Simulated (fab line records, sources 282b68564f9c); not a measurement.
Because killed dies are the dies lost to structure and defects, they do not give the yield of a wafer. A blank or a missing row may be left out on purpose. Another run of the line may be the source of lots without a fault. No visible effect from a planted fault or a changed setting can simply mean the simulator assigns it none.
Comparing a struck lot with a sound one | flow rit cmos | 43 out of 202 route steps
Sound: wafers L515.1, L515.3, L515.6. Wafers struck: L505.1, L505.2, L505.6. Last of all comes the cause.
For every step that has rows: the tool of each side, followed by ch and its chambers, followed by its first start. Under that, the readings that differ: sound wafers | struck wafers | difference of the means | sigmas: that difference in standard deviations of wafers without a fault.
alike: words and numbers the same on both sides, and readings whose means are apart by under 2 such deviations; not compared: readings that were withheld, readings missing a value for some wafer, numbers with overlapping values and no deviation given by the record, and bounds like >300 which may hide the same value.
The two part at a step that has a row with sigmas, a row that says differs or no value, or rows on one side only. When numbers do not overlap yet have no deviation, they are printed without sigmas and do not part them. A reading missing from all wafers of one side parts the sides only when that side holds two or more wafers.

first, 3 steps without rows for these wafers: RIT_REOX_CLEAN_01 (cleans in dHF, time 30 s); RIT_REOX_CLEAN_02 (cleans in SC2, time 600 s); RIT_REOX_OXIDATION_03 (target thk 25.2 nm, ox time 5580 s).
RIT_REOX_THK_MEAS_04:
  sound: film metro-01 at day 6 22:37; struck: film metro-01 at day 4 19:34
  alike: REOX_OXIDE_THK
then, 6 steps without rows for these wafers: RIT_NLDD_HMDS_00 (prime time 60 s); RIT_NLDD_COAT_01 (resist thk 1000 nm); RIT_NLDD_SOFTBAKE_02 (time 60 s); RIT_NLDD_EXPOSE_03 (exposes mask M7, target cd 40700 nm); RIT_NLDD_PEB_04; RIT_NLDD_DEVELOP_05 (develop time 50 s).
RIT_NLDD_OVL_MEAS_06:
  sound: overlay-02 at day 6 23:48; struck: overlay-01 at day 4 20:39
  alike: NLDD_OVL
then, 1 step without rows for these wafers: RIT_NLDD_HARDBAKE_07 (time 60 s).
RIT_NLDD_IMPLANT_08:
  sound on implanter-04 ch 0, day 7 00:03; struck on implanter-02 ch 0, day 4 20:50
  alike: beam energy keV
RIT_NLDD_STRIP_09: strips in O2, time 180 s.
  sound on plasma asher-01 ch 0,1, day 7 00:12; struck on plasma asher-03 ch 0,1, day 4 20:59
  alike: drypump motor current A
  not compared: rf hours counter h
RIT_NLDD_TW_MEAS_10:
  sound: film metro-03 at day 7 00:23; struck: film metro-04 at day 4 21:10
  alike: NLDD_TW
then, 6 steps without rows for these wafers: RIT_PLDD_HMDS_00 (prime time 60 s); RIT_PLDD_COAT_01 (resist thk 1000 nm); RIT_PLDD_SOFTBAKE_02 (time 60 s); RIT_PLDD_EXPOSE_03 (exposes mask M8, target cd 40900 nm); RIT_PLDD_PEB_04; RIT_PLDD_DEVELOP_05 (develop time 50 s).
RIT_PLDD_OVL_MEAS_06:
  sound: overlay-02 at day 7 01:25; struck: overlay-01 at day 4 22:09
  reading       | sound          | struck      | difference | sigmas
  PLDD_OVL (nm) | -2.6 -2.5 -3.3 | 1.7 0.2 1.2 | +3.8       | +3
then, 2 steps without rows for these wafers: RIT_PLDD_HARDBAKE_07 (time 60 s); RIT_PLDD_IMPLANT_08.
RIT_PLDD_STRIP_09: strips in O2, time 180 s.
  sound on plasma asher-04 ch 0,1, day 7 01:45; struck on plasma asher-04 ch 0,1, day 4 22:29
  alike: drypump motor current A
  not compared: rf hours counter h
RIT_PLDD_TW_MEAS_10:
  sound: film metro-03 at day 7 01:56; struck: film metro-03 at day 4 22:40
  alike: PLDD_TW
then, 4 steps without rows for these wafers: RIT_SPACER_CLEAN_00 (cleans in SC1, time 600 s); RIT_SPACER_CLEAN_01 (cleans in dHF, time 30 s); RIT_SPACER_CLEAN_02 (cleans in SC2, time 600 s); RIT_SPACER_CVD_03 (deposits Si3N4 from SiH2Cl2/NH3, target thk 250 nm, time 3300 s).
RIT_SPACER_THK_MEAS_04:
  sound: film metro-02 at day 7 04:16; struck: film metro-04 at day 5 01:01
  alike: SPACER_NITRIDE_THK
RIT_SPACER_ETCHBACK_05: etches Si3N4 in SF6/CHF3, stops on SiO2, target depth 250 nm, time 240 s.
  sound on rie diel-03 ch 0,2,3, day 7 04:20; struck on rie diel-02 ch 0,2,3, day 5 01:05
  alike: CHF3_flow_sccm, drypump motor current A, oes product au, throttle valve pct
  not compared: rf hours counter h
then, 6 steps without rows for these wafers: RIT_NSD_HMDS_00 (prime time 60 s); RIT_NSD_COAT_01 (resist thk 1000 nm); RIT_NSD_SOFTBAKE_02 (time 60 s); RIT_NSD_EXPOSE_03 (exposes mask M9, target cd 40700 nm); RIT_NSD_PEB_04; RIT_NSD_DEVELOP_05 (develop time 50 s).
RIT_NSD_OVL_MEAS_06:
  sound: overlay-02 at day 7 05:22; struck: overlay-02 at day 5 02:23
  alike: NSD_OVL
then, 2 steps without rows for these wafers: RIT_NSD_HARDBAKE_07 (time 60 s); RIT_NSD_IMPLANT_08.
RIT_NSD_STRIP_09: strips in O2, time 180 s.
  sound on plasma asher-04 ch 0,1, day 7 05:42; struck on plasma asher-03 ch 0,1, day 5 02:44
  alike: drypump motor current A
  not compared: rf hours counter h
RIT_M1_PROBE_99:
  sound: prober-02 at day 7 15:22; struck: prober-02 at day 5 12:35
  reading                                    | sound                        | struck                     | difference | sigmas
  model.etest.nldd.rs ohm sq rim less centre | -8.341 -2.104 -7.918         | -11.46 -16.36 -9.472       | -6.31      |
  model.etest.nmos_0p15.gate bv v (V)        | 4.839 4.835 4.797            | 4.633 4.659 4.694          | -0.162     |
  model.etest.antenna poly.vt shift v (V)    | -0.00644 -0.009225 -0.007211 | -0.01711 -0.01515 -0.01254 | -0.00731   |
  alike: killed at front end, killed dies, killed open, killed short
  not compared: model.etest.nldd.rs ohm sq range

## WHERE THEY PART
Within this record, at RIT_PLDD_OVL_MEAS_06 only. Later steps at which nothing parts them and some readings are alike: RIT_PLDD_STRIP_09, RIT_PLDD_TW_MEAS_10, RIT_SPACER_THK_MEAS_04, RIT_SPACER_ETCHBACK_05, RIT_NSD_OVL_MEAS_06, RIT_NSD_STRIP_09, RIT_M1_PROBE_99.

WHY: what had been put in by the simulator
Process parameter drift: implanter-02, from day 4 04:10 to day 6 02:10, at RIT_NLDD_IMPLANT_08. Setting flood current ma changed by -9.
